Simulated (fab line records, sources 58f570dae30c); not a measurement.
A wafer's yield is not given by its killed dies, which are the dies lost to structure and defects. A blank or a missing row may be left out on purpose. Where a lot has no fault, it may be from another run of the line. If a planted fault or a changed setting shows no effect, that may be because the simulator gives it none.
Which tool did it? + flow berkeley cmos170 + 6 lots, 18 wafers sampled, at 2 steps of a route of 331

== WHAT THE GAUGES READ, wafer by wafer ==
UCB170_SILICIDE_RS_MEAS_02: measures by four-point-probe.
| lot  | measured     | on            | SILICIDE_TI_RS (ohm/sq) |
|------|--------------|---------------|-------------------------|
| L485 | day 7 02:45  | film metro-04 | 25.8 26.2 25.7          |
| L488 | day 7 12:14  | film metro-04 | 25.3 26.2 25.4          |
| L490 | day 8 01:23  | film metro-03 | 25.9 25.8 26.0          |
| L498 | day 9 14:28  | film metro-04 | 25.8 25.6 25.4          |
| L499 | day 10 05:00 | film metro-01 | 25.9 26.7 26.3          |
| L503 | day 10 20:45 | film metro-01 | 26.1 25.7 26.3          |

== WHICH TOOL RAN EACH LOT (tool, then ch and the chambers of the sampled wafers, then the start) ==
| lot  | UCB170_SILICIDE_SPUTTER_01   |
|------|------------------------------|
| L485 | pvd sputter-02, day 7 02:43  |
| L488 | pvd sputter-04, day 7 12:12  |
| L490 | pvd sputter-04, day 8 01:19  |
| L498 | pvd sputter-04, day 9 14:23  |
| L499 | pvd sputter-04, day 10 04:54 |
| L503 | pvd sputter-02, day 10 20:43 |
- UCB170_SILICIDE_SPUTTER_01: material Ti, target thk 30 nm, time 25 s.

== THE ANSWER, worked out from the rows above alone ==
Rule: what is usual is taken from the lots themselves. The widest of any qualifying gaps counts: lots, ordered by their means at a reading, are off when they make up no more than a third of the lots, leave a main group of 4 or more, and stand apart from it by 3 or more times the standard deviation of that group's means. Not used: any main group whose means are identical at the precision the tables above print for the reading. A lot without any number at a reading at which 4 lots or more have one is off too. The other lots that the step has rows for count as sound.
Across all readings shown, no lot is off: no conclusion can be drawn from this.

== WHAT WAS PUT IN BY THE SIMULATOR ==
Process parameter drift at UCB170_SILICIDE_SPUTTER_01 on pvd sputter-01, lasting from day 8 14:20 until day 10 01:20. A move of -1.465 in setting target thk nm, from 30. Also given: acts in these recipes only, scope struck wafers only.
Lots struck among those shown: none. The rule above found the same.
